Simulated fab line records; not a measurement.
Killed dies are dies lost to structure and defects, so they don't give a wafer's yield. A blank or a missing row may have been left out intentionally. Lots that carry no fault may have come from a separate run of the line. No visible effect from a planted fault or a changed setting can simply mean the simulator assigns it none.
Which of the tools did it?	flow ritCmos	14 lots, 42 wafers sampled, at 3 steps of a route of 202

## WHAT THE GAUGES SHOWED, per wafer
RIT_PSD_OVL_MEAS_06. Usual: PSD_OVL gives 0.5 nm (standard deviation 1.4).
lot	measured	on	PSD_OVL (nm)	flag
L666	day 3 05:01	overlay-02	-1.2 -3.2 0.1	
L668	day 3 19:13	overlay-01	3.0 1.4 1.6	
L669	day 3 22:14	overlay-02	-2.3 0.9 -1.7	
L670	day 4 05:03	overlay-02	2.6 2.0 2.2	
L671	day 4 08:08	overlay-01	-1.0 0.1 -0.5	
L672	day 4 14:02	overlay-01	-2.0 -1.0 0.1	
L679	day 5 22:21	overlay-02	1.5 2.4 3.2	
L680	day 6 04:47	overlay-01	2.3 1.3 0.2	
L682	day 6 10:02	overlay-02	-0.4 -1.2 0.9	
L684	day 7 01:22	overlay-01	0.0 0.9 2.0	
L685	day 7 05:12	overlay-01	3.2 1.6 2.6	
L687	day 7 16:01	overlay-01	0.7 -0.2 -0.2	
L688	day 7 20:19	overlay-01	2.5 -1.1 -0.2	
L689	day 7 21:07	overlay-01	-2.5 1.5 -1.3	

RIT_PSD_TW_MEAS_10. Usual: PSD_TW gives 3436 (standard deviation 29).
lot	measured	on	PSD_TW	flag
L666	day 3 05:31	filmMetro-02	3399 3421 3397	
L668	day 3 19:44	filmMetro-01	3421 3413 3421	
L669	day 3 22:46	filmMetro-01	3420 3402 3394	
L670	day 4 05:34	filmMetro-02	3403 3424 3422	
L671	day 4 08:38	filmMetro-02	3416 3411 3434	
L672	day 4 14:36	filmMetro-03	3473 3450 3489	
L679	day 5 22:52	filmMetro-02	3417 3416 3437	
L680	day 6 05:18	filmMetro-03	3475 3476 3448	
L682	day 6 10:34	filmMetro-03	3494 3479 3475	
L684	day 7 01:52	filmMetro-02	3400 3432 3395	
L685	day 7 05:43	filmMetro-01	3418 3400 3414	
L687	day 7 16:31	filmMetro-03	3462 3465 3462	
L688	day 7 20:50	filmMetro-01	3420 3420 3416	
L689	day 7 21:47	filmMetro-03	3445 3430 3467	

## TOOL THAT RAN EACH LOT (tool first, then ch and the chambers of the sampled wafers, then the start)
lot	RIT_NSD_STRIP_09
L666	plasmaAsher-04 ch 0,1, day 3 03:55
L668	plasmaAsher-04 ch 1, day 3 17:59
L669	plasmaAsher-01 ch 0,1, day 3 20:55
L670	plasmaAsher-04 ch 1, day 4 03:48
L671	plasmaAsher-01 ch 0,1, day 4 07:02
L672	plasmaAsher-01 ch 0, day 4 12:38
L679	plasmaAsher-04 ch 0,1, day 5 21:05
L680	plasmaAsher-04 ch 0,1, day 6 03:35
L682	plasmaAsher-03 ch 1, day 6 08:57
L684	plasmaAsher-03 ch 0,1, day 7 00:05
L685	plasmaAsher-01 ch 0,1, day 7 04:05
L687	plasmaAsher-01 ch 0,1, day 7 14:52
L688	plasmaAsher-01 ch 0,1, day 7 19:17
L689	plasmaAsher-01 ch 0,1, day 7 20:02
- RIT_NSD_STRIP_09: strips in O2, time 180 s.

## AS READ BY THE TOOLS THEMSELVES (means over the sampled wafers that have a number; for cases with no such wafer, the mark the record gives instead)
RIT_NSD_STRIP_09. Usual: drypumpMotorCurrentA 5.93 A, standard deviation 0.29.
lot	tool	drypumpMotorCurrentA (A)	flag
L666	plasmaAsher-04	5.84	
L668	plasmaAsher-04	5.60	
L669	plasmaAsher-01	5.73	
L670	plasmaAsher-04	5.58	
L671	plasmaAsher-01	5.72	
L672	plasmaAsher-01	5.60	
L679	plasmaAsher-04	5.80	
L680	plasmaAsher-04	5.83	
L682	plasmaAsher-03	6.29	
L684	plasmaAsher-03	6.19	
L685	plasmaAsher-01	5.74	
L687	plasmaAsher-01	5.74	
L688	plasmaAsher-01	5.91	
L689	plasmaAsher-01	5.74	

## THE ANSWER, worked out from the rows above alone
Rule: lot off if the mean of its wafers having a number is beyond 3 standard deviations from the usual mean. Also off: a lot with no number at a reading for which 4 or more lots have one. Where the step has rows for the other lots, those lots are counted as sound. After the gauges, taken in route order, come the tools' own readings; for these a lot's mean is taken, as printed above. The first step at which some lot is off is used, and at that step the reading that is off furthest; a lot without a number counts as furthest.
Across all readings shown, no lot is off: no conclusion can be drawn from this.

## WHAT THE SIMULATOR HAD PUT IN
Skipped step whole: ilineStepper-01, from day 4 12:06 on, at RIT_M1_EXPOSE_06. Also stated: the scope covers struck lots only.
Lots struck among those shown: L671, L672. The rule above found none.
